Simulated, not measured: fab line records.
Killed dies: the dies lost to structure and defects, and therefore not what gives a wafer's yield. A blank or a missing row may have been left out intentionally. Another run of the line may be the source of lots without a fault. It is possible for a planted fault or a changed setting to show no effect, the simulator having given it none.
Split-lot experiment + flow ritCmos + 23 wafers read across 5 lots, on a route 202 steps long

== SPLIT DETAILS ==
At RIT_ACTIVE_OXIDATION_01 (target thk 46.8 nm, ox time 3360 s), the setting oxTimeS was moved away from the recipe's 3360 s on 20 of the 23 wafers read, by -14.0% to +8.8%. The other wafers ran this setting at the recipe's value.

There is no step in the file separating the split from the reading.

== THE READING ==
ACTIVE_OXIDE_THK (nm), taken at RIT_ACTIVE_THK_MEAS_02. A value of 46.3 nm with a standard deviation of 0.64 nm is what fault-free wafers of this fab line usually give.

| wafer  | tool, chamber at the split | oxTimeS as run, s | against the recipe | ACTIVE_OXIDE_THK, nm | against lot-mates on the recipe |
|--------|----------------------------|-------------------|--------------------|----------------------|---------------------------------|
| L074.1 | -, -                       | 3147              | -6.3%              | 43.6                 | no lot-mate on the recipe       |
| L074.2 | -, -                       | 3147              | -6.3%              | 43.9                 | no lot-mate on the recipe       |
| L074.4 | -, -                       | 3147              | -6.3%              | 43.5                 | no lot-mate on the recipe       |
| L074.5 | -, -                       | 3147              | -6.3%              | 43.5                 | no lot-mate on the recipe       |
| L074.6 | -, -                       | 3147              | -6.3%              | 43.3                 | no lot-mate on the recipe       |
| L078.1 | furnace-01, 0              | 3360              | recipe             | 46.4                 | -                               |
| L078.2 | furnace-01, 0              | 3360              | recipe             | 46.8                 | -                               |
| L078.5 | furnace-01, 0              | 3360              | recipe             | 46.5                 | -                               |
| L079.1 | -, -                       | 3028              | -9.9%              | 43.0                 | no lot-mate on the recipe       |
| L079.2 | -, -                       | 3028              | -9.9%              | 43.1                 | no lot-mate on the recipe       |
| L079.4 | -, -                       | 3028              | -9.9%              | 43.7                 | no lot-mate on the recipe       |
| L079.5 | -, -                       | 3028              | -9.9%              | 42.6                 | no lot-mate on the recipe       |
| L079.6 | -, -                       | 3028              | -9.9%              | 43.2                 | no lot-mate on the recipe       |
| L080.2 | -, -                       | 3657              | +8.8%              | 48.9                 | no lot-mate on the recipe       |
| L080.3 | -, -                       | 3657              | +8.8%              | 49.3                 | no lot-mate on the recipe       |
| L080.4 | -, -                       | 3657              | +8.8%              | 49.1                 | no lot-mate on the recipe       |
| L080.5 | -, -                       | 3657              | +8.8%              | 49.2                 | no lot-mate on the recipe       |
| L080.6 | -, -                       | 3657              | +8.8%              | 49.2                 | no lot-mate on the recipe       |
| L084.1 | -, -                       | 2890              | -14.0%             | 42.4                 | no lot-mate on the recipe       |
| L084.2 | -, -                       | 2890              | -14.0%             | 42.7                 | no lot-mate on the recipe       |
| L084.3 | -, -                       | 2890              | -14.0%             | 42.6                 | no lot-mate on the recipe       |
| L084.4 | -, -                       | 2890              | -14.0%             | 42.5                 | no lot-mate on the recipe       |
| L084.6 | -, -                       | 2890              | -14.0%             | 43.2                 | no lot-mate on the recipe       |

FIT RESULTS
A straight line over all 23 wafers: ACTIVE_OXIDE_THK changes by +0.301 nm for each +1% of oxTimeS; r = +0.98; the points scatter about the line by 0.58 nm.
Too few moved wafers have a lot-mate on the recipe to fit a line with each lot's own level taken away.

== THE WHOLE CHAIN: every reading that the file lists as answering this split, in the file's order ==
| step                    | what it does                                            | reading                                                                            | change (the file's fit)               | r (the file's) |
|-------------------------|---------------------------------------------------------|------------------------------------------------------------------------------------|---------------------------------------|----------------|
| RIT_ACTIVE_OXIDATION_01 | target thk 46.8 nm, ox time 3360 s                      | SiO2_of_ACTIVE_OXIDATION_01.thkNm (the simulator's own value, which no gauge read) | +0.301 nm for each +1% of the setting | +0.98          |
| RIT_ACTIVE_THK_MEAS_02  |                                                         | ACTIVE_OXIDE_THK                                                                   | +0.302 for each +1% of the setting    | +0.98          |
| RIT_FOX2_WET_ETCH_03    | etches Si3N4 in H3PO4, target depth 195 nm, time 2700 s | SiO2_of_ACTIVE_OXIDATION_01.thkNm (the simulator's own value, which no gauge read) | +0.262 nm for each +1% of the setting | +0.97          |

== THE FILE'S OWN FIT ==
ACTIVE_OXIDE_THK changes by +0.302 nm for each +1% of oxTimeS, r = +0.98.
